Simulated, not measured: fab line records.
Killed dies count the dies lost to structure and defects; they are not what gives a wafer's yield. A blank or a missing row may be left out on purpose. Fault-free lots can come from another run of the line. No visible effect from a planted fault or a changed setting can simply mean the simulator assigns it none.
A sampling plan put to the test -- flow ritCmos -- 15 faults told of in these records, all on one fab line, each judged by the records of the lots it struck
Plan = the line's own looks (route steps where a gauge or an inspection reads the wafer without altering it). A look is open to judgement when struck wafers have a number at it and the file gives its usual mean and standard deviation on fault-free wafers. Caught: 4 or more of those standard deviations (sigma) separate the usual mean from the mean of the struck wafers at a look after the fault's first step. On the tool: the identical test, applied to the tool's own readings at the steps of the fault. Also counted as caught: the struck wafers showing another recipe, or a record that is empty for them alone.

== THE FAULTS, as the simulator had put them in ==
1. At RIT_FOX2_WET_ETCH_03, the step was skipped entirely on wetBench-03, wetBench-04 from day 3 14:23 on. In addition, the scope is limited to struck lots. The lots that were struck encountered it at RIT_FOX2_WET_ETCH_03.
2. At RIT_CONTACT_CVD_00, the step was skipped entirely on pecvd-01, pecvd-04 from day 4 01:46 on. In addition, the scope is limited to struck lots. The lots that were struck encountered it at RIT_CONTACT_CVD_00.
3. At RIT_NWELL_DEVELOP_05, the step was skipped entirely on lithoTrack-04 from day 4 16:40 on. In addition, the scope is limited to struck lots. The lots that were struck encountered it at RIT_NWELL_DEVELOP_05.
4. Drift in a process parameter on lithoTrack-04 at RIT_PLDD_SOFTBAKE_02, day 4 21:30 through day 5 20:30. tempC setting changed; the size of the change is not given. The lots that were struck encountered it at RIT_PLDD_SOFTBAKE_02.
5. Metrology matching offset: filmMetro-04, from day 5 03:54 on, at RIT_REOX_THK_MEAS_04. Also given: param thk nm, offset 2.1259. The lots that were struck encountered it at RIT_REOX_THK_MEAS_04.
6. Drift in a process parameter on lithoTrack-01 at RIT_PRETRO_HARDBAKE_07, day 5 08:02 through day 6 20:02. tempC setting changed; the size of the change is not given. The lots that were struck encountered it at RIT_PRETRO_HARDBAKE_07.
7. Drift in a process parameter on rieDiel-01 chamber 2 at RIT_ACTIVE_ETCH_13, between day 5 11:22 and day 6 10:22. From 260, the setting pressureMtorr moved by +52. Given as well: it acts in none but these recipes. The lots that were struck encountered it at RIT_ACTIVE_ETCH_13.
8. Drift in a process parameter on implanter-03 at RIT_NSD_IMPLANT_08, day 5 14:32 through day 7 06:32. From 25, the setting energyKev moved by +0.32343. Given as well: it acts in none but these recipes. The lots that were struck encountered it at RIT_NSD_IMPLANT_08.
9. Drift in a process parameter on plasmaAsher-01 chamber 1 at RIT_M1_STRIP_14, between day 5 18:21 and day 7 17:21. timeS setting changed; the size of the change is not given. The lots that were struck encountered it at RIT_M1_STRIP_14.
10. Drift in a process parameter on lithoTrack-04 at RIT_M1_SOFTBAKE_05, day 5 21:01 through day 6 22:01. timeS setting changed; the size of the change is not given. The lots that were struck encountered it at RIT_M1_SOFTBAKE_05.
11. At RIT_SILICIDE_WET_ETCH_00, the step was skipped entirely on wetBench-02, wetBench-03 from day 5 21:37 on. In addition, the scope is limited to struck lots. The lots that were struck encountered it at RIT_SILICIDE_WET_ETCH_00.
12. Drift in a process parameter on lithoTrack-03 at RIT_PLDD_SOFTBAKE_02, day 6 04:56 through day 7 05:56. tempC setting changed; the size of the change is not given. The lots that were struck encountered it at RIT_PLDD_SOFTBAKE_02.
13. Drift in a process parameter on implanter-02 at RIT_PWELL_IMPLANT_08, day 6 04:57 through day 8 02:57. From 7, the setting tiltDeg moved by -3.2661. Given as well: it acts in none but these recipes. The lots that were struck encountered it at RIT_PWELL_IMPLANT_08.
14. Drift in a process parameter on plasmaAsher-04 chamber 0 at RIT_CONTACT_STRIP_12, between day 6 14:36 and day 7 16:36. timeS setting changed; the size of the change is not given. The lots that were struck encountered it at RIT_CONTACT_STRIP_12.
15. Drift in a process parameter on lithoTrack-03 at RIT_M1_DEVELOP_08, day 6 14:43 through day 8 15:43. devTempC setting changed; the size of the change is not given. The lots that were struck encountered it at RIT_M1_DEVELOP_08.

== WHAT THE PLAN SAW ==
fault,on the tool itself,first look that catches it,"reading, sigma",median hours from its first step to that look,hours from the fault's start to the first struck lot there,judged looks passed uncaught
1,the tool's record is blank for the struck wafers,no look after it can be judged,-,-,-,0
2,the tool's record is blank for the struck wafers,no look after it can be judged,-,-,-,0
3,the tool's record is blank for the struck wafers,no look after it can be judged,-,-,-,0
4,heaterPowerTotalW -9.5 sigma,no look after it can be judged,-,-,-,0
5,REOX_OXIDE_THK +5.4 sigma,no look after it can be judged,-,-,-,0
6,heaterPowerTotalW +50 sigma,no look after it can be judged,-,-,-,0
7,chamberPressureMTorr +99 or beyond sigma,no look after it can be judged,-,-,-,0
8,beamEnergyKeV +40 sigma,no look after it can be judged,-,-,-,0
9,runLengthS -99 or beyond sigma,no look after it can be judged,-,-,-,0
10,runLengthS +68 sigma,no look after it can be judged,-,-,-,0
11,the tool's record is blank for the struck wafers,no look after it can be judged,-,-,-,0
12,heaterPowerTotalW -11 sigma,none of the 3 looks that can be judged after it,-,-,-,3
13,tiltDeg -99 or beyond sigma,no look after it can be judged,-,-,-,0
14,runLengthS +50 sigma,not the one look that can be judged after it,-,-,-,1
15,developerTempC +19 sigma,no look after it can be judged,-,-,-,0
Dash: fault not caught, or number not given in these records.

Caught at a look: 0 of 15. Caught on the tool: 15 of 15. By one or the other: 15 of 15.
Faults 1, 2, 3, 4, 5, 6, 7, 8, 9, 10, 11, 12, 13, 14, 15 were caught on the tool alone.
